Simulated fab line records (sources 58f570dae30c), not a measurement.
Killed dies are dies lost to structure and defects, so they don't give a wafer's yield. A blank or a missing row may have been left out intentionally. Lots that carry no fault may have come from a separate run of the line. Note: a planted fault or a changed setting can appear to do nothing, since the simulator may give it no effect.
Shared-tool check ; flow berkeley-cmos170 ; 13 lots, 39 wafers sampled

WHY IT WAS OPENED
1 of 13 lots carry a flag on the reading PWELL_TW at UCB170_PWELL_TW_MEAS_17. Wafers without a fault read 381.1, standard deviation 2.5.
Rule: a lot is flagged in two cases, either no wafer of it has a number, or all its wafers with numbers fall more than 4 standard deviations from that mean. The rest of the lots are taken to be sound.

lot;measured;on;PWELL_TW, wafer by wafer;flag
L466;day 3 20:40;film-metro-02;382.8 381.2 381.0;
L468;day 4 04:34;film-metro-04;378.4 379.3 379.0;
L469;day 5 07:22;film-metro-02;384.0 383.8 383.9;
L472;day 5 15:04;film-metro-02;383.6 383.4 384.7;
L471;day 5 15:38;film-metro-02;30.1 30.3 30.3;FLAGGED
L475;day 6 01:53;film-metro-02;381.7 381.7 382.7;
L480;day 6 21:14;film-metro-04;380.1 380.3 379.4;
L484;day 7 05:20;film-metro-04;379.2 378.7 378.6;
L482;day 7 05:29;film-metro-01;381.4 379.2 380.4;
L486;day 7 13:08;film-metro-04;377.0 376.4 376.6;
L485;day 7 13:52;film-metro-01;380.4 381.7 381.2;
L487;day 7 22:46;film-metro-02;384.1 384.0 384.6;
L488;day 7 23:00;film-metro-01;380.0 381.7 381.2;
Averaged over the flagged lots the numbers come to 30.2, -350.9 from the usual (-99 or more standard deviations).

LOT BY LOT: THE TOOL USED
The record keeps 1 process step preceding the reading, out of 331 steps on the route. Cell contents, in order: the tool; ch with the chambers the sampled wafers went through; the start.
lot;flag;UCB170_PWELL_EXPOSE_10
L466;;krf-scanner-01 ch 0, day 3 19:42
L468;;krf-scanner-01 ch 0, day 4 03:34
L469;;krf-scanner-01 ch 0, day 5 06:35
L472;;krf-scanner-01 ch 0, day 5 13:30
L471;FLAGGED;krf-scanner-01 ch 0, day 5 14:12
L475;;krf-scanner-01 ch 0, day 6 00:14
L480;;krf-scanner-01 ch 0, day 6 20:25
L484;;krf-scanner-02 ch 0, day 7 04:24
L482;;krf-scanner-02 ch 0, day 7 04:43
L486;;krf-scanner-01 ch 0, day 7 12:22
L485;;krf-scanner-02 ch 0, day 7 12:37
L487;;krf-scanner-02 ch 0, day 7 21:59
L488;;krf-scanner-01 ch 0, day 7 22:13
What is done by these steps:
- UCB170_PWELL_EXPOSE_10: exposes mask PWELL, target cd 3000 nm.
- UCB170_PWELL_TW_MEAS_17

FLAGGED OVER TOTAL, TOOL BY TOOL (the gauges that took the reading come last)
step;tool;lots run;flagged;share of the flagged lots;sound lots run after its first flagged lot
UCB170_PWELL_EXPOSE_10;krf-scanner-01;9;1;all;4 (L475,L480,L486,L488)
UCB170_PWELL_EXPOSE_10;krf-scanner-02;4;0;none;-
UCB170_PWELL_TW_MEAS_17;film-metro-01;3;0;none;-
UCB170_PWELL_TW_MEAS_17;film-metro-02;6;1;all;2 (L475,L487)
UCB170_PWELL_TW_MEAS_17;film-metro-04;4;0;none;-

THE TABLE: WHAT IT ALLOWS
In 2 table rows, all flagged lots were run: krf-scanner-01 (UCB170_PWELL_EXPOSE_10), film-metro-02 (UCB170_PWELL_TW_MEAS_17).
- krf-scanner-01 at UCB170_PWELL_EXPOSE_10 ran 9 lots, 1 of them flagged. Lots that were sound ran on it after the first flagged one (L475, L480, L486, L488); a persistent fault on the entire tool would not allow that.
- film-metro-02 at UCB170_PWELL_TW_MEAS_17 ran 6 lots, 1 of them flagged. Lots that were sound ran on it after the first flagged one (L475, L487); a persistent fault on the entire tool would not allow that.
There is no row in the table that ran each flagged lot and no sound lot after the first.

WHAT HAD BEEN PUT IN BY THE SIMULATOR
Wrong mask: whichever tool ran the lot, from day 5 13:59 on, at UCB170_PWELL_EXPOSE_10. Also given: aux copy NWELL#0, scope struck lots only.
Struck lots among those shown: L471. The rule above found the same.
